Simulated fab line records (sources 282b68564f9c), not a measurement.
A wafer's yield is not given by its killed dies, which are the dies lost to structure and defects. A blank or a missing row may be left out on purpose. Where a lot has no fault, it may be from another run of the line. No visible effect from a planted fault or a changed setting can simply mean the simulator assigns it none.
fab line records	flow rit_cmos
[record] lots = 13	wafers = 39	last_day = 7
route steps=202 shown CONTACT@168 M1@202
lots with no fault: from the same line, run without faults
start_h: hours from the record's opening day to when the first of the lot's shown wafers began	wait_h: how many hours have passed since the lot's step before this one	" the same as in the row above	L1.1+2: a single row standing in for several wafers	- value missing, or start not given	* or withheld: withheld	< > ~ a bound
route shown NAME@n: a module of which the file shows steps, and the number in the route of the first	usual: mean and standard deviation over wafers with no fault	same: alike in all rows	chamber/n: place in a boat	sites: the reading at each site	_std_site: the values' standard deviation	_edge_site: outer sites' mean less inner sites'	radius_mm: for every site, how far away it sits from the centre of the wafer	mask NAME#n: copy n	behind: the last tool/chamber to shape the wafer	hold: what put the lot on hold/how long, in hours/how the hold closed	device: which transistor (n, p or np) failed to switch	end of line: the tests these same wafers got at the end of their route	a step given without rows: its recipe and nothing more	killed: dies lost to structure and defects at the first sort, not the wafer's yield	map: a wafer's dies, marking killed ones x, the rest . and places with no die _
set.NAME: the setting the step ran with; set.NAME@STEP: the setting that earlier step ran with	model.NAME: the simulator's own value behind a step, which no gauge read
steps of the route over a sample of lots; a table a step, a row a wafer
services: when a tool's chamber went out of use (start_h, in hours from the record's first day, below 0 if earlier), for how many hours, and the reason
[[steps]]
[step RIT_CONTACT_CVD_00]
[recipe] material = SiO2	target_thk_nm = 400	precursor = TEOS	temp_c = 390	time_s = 61	rf_w = 400
[usual] heater_power_w = 292/70	run_length_s = 89.0/0.45
lot.wafer	tool	chamber	start_h	wait_h	heater_power_w	run_length_s
L804.2	pecvd-01	1	50.63	0.0	217	88.8
L804.3	"	2	"	"	287	88.6
L804.5	"	2	"	"	287	88.5
L806.1	pecvd-03	0	61.50	0.1	265	89.8
L806.3	"	2	"	"	236	88.7
L806.5	"	1	"	"	298	89.1
L807.2	pecvd-01	1	67.75	0.0	251	88.8
L807.3	"	1	"	"	174	88.9
L807.5	"	1	"	"	195	88.7
L813.1	pecvd-01	1	95.40	0.1	221	88.7
L813.3	"	2	"	"	305	88.5
L813.6	"	1	"	"	234	88.5
L815.4	pecvd-03	1	105.85	0.0	268	89.0
L815.5	"	2	"	"	269	88.6
L815.6	"	0	"	"	256	95.4
L816.2	pecvd-01	0	115.43	0.0	330	89.2
L816.4	"	2	"	"	234	88.9
L816.6	"	0	"	"	341	89.0
L817.3	pecvd-04	0	117.42	0.0	337	88.5
L817.5	"	0	"	"	254	88.8
L817.6	"	1	"	"	255	88.9
L820.2	pecvd-04	1	131.05	0.0	243	88.8
L820.5	"	1	"	"	256	89.0
L820.6	"	0	"	"	249	88.7
L822.3	pecvd-01	0	141.92	0.0	281	89.2
L822.4	"	0	"	"	299	88.9
L822.6	"	1	"	"	237	89.2
L823.3	pecvd-04	0	147.16	0.0	308	88.6
L823.5	"	1	"	"	259	89.5
L823.6	"	0	"	"	313	88.6
L825.3	pecvd-01	0	155.40	0.0	266	89.6
L825.4	"	2	"	"	301	88.6
L825.5	"	1	"	"	243	88.5
L826.3	pecvd-04	0	160.91	0.0	340	88.5
L826.4	"	2	"	"	476	88.6
L826.6	"	1	"	"	280	88.7
L827.1	pecvd-03	1	166.47	0.1	310	89.8
L827.2	"	0	"	"	234	89.8
L827.6	"	1	"	"	306	89.5
[step RIT_CONTACT_THK_MEAS_01]
[recipe] reads = SiO2_of_CONTACT_CVD_00
[usual] CONTACT_TEOS_THK = 398/5.8
lot.wafer	tool	chamber	start_h	wait_h	hold	CONTACT_TEOS_THK[nm]
L804.2	film_metro-04	-	50.69	0.0	-	391
L804.3	"	-	"	"	-	392
L804.5	"	-	"	"	-	397
L806.1	film_metro-04	-	61.55	0.0	-	394
L806.3	"	-	"	"	-	395
L806.5	"	-	"	"	-	403
L807.2	film_metro-01	-	67.83	0.1	-	395
L807.3	"	-	"	"	-	400
L807.5	"	-	"	"	-	401
L813.1	film_metro-04	-	95.45	0.0	-	395
L813.3	"	-	"	"	-	390
L813.6	"	-	"	"	-	403
L815.4	film_metro-01	-	105.91	0.0	await_dispo/0.2h/release	410
L815.5	"	-	"	"	await_dispo/0.2h/release	400
L815.6	"	-	"	"	await_dispo/0.2h/release	443
L815.4	film_metro-01	-	106.14	0.2	-	410
L815.5	"	-	"	"	-	400
L815.6	"	-	"	"	-	443
L816.2	film_metro-02	-	115.49	0.0	-	390
L816.4	"	-	"	"	-	398
L816.6	"	-	"	"	-	397
L817.3	film_metro-04	-	117.49	0.0	-	398
L817.5	"	-	"	"	-	404
L817.6	"	-	"	"	-	393
L820.2	film_metro-04	-	131.11	0.0	-	391
L820.5	"	-	"	"	-	391
L820.6	"	-	"	"	-	406
L822.3	film_metro-04	-	141.99	0.0	-	400
L822.4	"	-	"	"	-	403
L822.6	"	-	"	"	-	408
L823.3	film_metro-04	-	147.23	0.0	-	403
L823.5	"	-	"	"	-	395
L823.6	"	-	"	"	-	412
L825.3	film_metro-04	-	155.47	0.0	-	393
L825.4	"	-	"	"	-	398
L825.5	"	-	"	"	-	402
L826.3	film_metro-02	-	160.99	0.0	-	403
L826.4	"	-	"	"	-	397
L826.6	"	-	"	"	-	393
L827.1	film_metro-04	-	166.52	0.0	-	397
L827.2	"	-	"	"	-	392
L827.6	"	-	"	"	-	402
[step RIT_M1_PROBE_99]
[usual] killed_at_M0_to_M3 = 0.0/0.16	killed_at_contacts = 0.1/0.3	killed_at_front_end = 7.1/3	killed_dies = 7.3/3	killed_on_rim = 1.9/1.3	killed_open = 3.6/2	killed_short = 3.5/1.9
[same] gross_dies = 264	killed_at_M4_up = 0	killed_at_back_side = 0	killed_at_other = 0
lot.wafer	tool	chamber	start_h	wait_h	killed_at_M0_to_M3	killed_at_contacts	killed_at_front_end	killed_dies	killed_on_rim	killed_open	killed_short
L815.4	prober-02	-	115.10	0.2	0	0	6	6	3	4	2
L815.5	prober-02	-	115.15	0.2	0	0	6	6	1	4	2
L815.6	prober-02	-	115.20	0.2	0	0	10	10	2	3	7
L820.5	prober-01	-	138.57	0.2	0	0	2	2	0	1	1
L825.3	prober-02	-	161.73	0.2	0	0	8	8	2	5	3
L825.4	prober-02	-	161.78	0.2	0	1	12	13	2	7	6
L825.5	prober-02	-	161.83	0.2	0	0	8	8	3	5	3
L827.1	prober-02	-	172.97	0.1	0	0	10	10	1	5	5
L827.2	prober-02	-	173.02	0.1	0	0	2	2	2	0	2
L827.6	prober-02	-	173.22	0.2	0	0	4	4	2	2	2
// killed by level:class
L815.4 GATE:geometric_particle:open=2 REOX:geometric_particle:short=2 SPACER:geometric_particle:open=2
L815.5 GATE:geometric_particle:open=4 GATE:geometric_particle:short=1 SILICIDE:geometric_particle:short=1
L815.6 GATE:geometric_particle:short=6 GATE:geometric_particle:open=3 SPACER:geometric_particle:short=1
L820.5 GATE:geometric_particle:short=1 REOX:geometric_particle:open=1
L825.3 GATE:geometric_particle:open=3 FOX1:geometric_particle:short=2 GATE:geometric_particle:short=1 SPACER:geometric_particle:open=1 SILICIDE:geometric_particle:open=1
L825.4 SPACER:geometric_particle:short=3 FOX2:geometric_particle:open=2 GATE:geometric_particle:short=2 GATE:geometric_particle:open=2 FOX1:geometric_particle:open=1 FOX1:geometric_particle:short=1 REOX:geometric_particle:open=1 CONTACT:geometric_particle:open=1
L825.5 GATE:geometric_particle:open=2 GATE:geometric_particle:short=2 REOX:geometric_particle:open=2 SPACER:geometric_particle:open=1 SPACER:geometric_particle:short=1
L827.1 GATE:geometric_particle:open=2 GATE:geometric_particle:short=2 SILICIDE:geometric_particle:open=2 FOX1:geometric_particle:short=1 FOX2:geometric_particle:short=1 REOX:geometric_particle:open=1 SILICIDE:geometric_particle:short=1
L827.2 GATE:geometric_particle:short=1 SILICIDE:geometric_particle:short=1
L827.6 FOX1:geometric_particle:short=1 FOX1:geometric_particle:open=1 FOX2:geometric_particle:short=1 GATE:geometric_particle:open=1
[[services]]
tool	chamber	start_h	hours	kind
pecvd-01	0	35.06	5.6	repair
pecvd-01	2	65.10	3.7	repair
pecvd-03	1	118.79	34.4	repair
pecvd-03	0	150.90	11.9	repair
[[key]]
[first_sign] step = RIT_CONTACT_CVD_00	reading = run_length_s	direction = up	sigmas = 14	usual = *	struck = *
[effect] step = RIT_CONTACT_THK_MEAS_01	reading = visit	direction = added
[effect] step = RIT_CONTACT_THK_MEAS_01	reading = CONTACT_TEOS_THK	direction = up	sigmas = 7.6	usual = 398	struck = 443
met_at RIT_CONTACT_CVD_00
struck_lots L815
struck_wafers L815.6
tester_left_out L815
onset_between 61.50 105.85
[fault] kind = process_parameter_drift	tool = pecvd-03	chamber = 0	onset_h = 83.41	steps = RIT_CONTACT_CVD_00	channel = time_s	offset = *	shape = step	end_h = 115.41	stated = *
// tester_left_out: of these lots the tester's yield and bins aren't shown, on N5 and GAA mostly nor the transistor test; their killed dies are dies lost to structure and defects alone, not to doping, threshold or leakage, so they don't give the yield
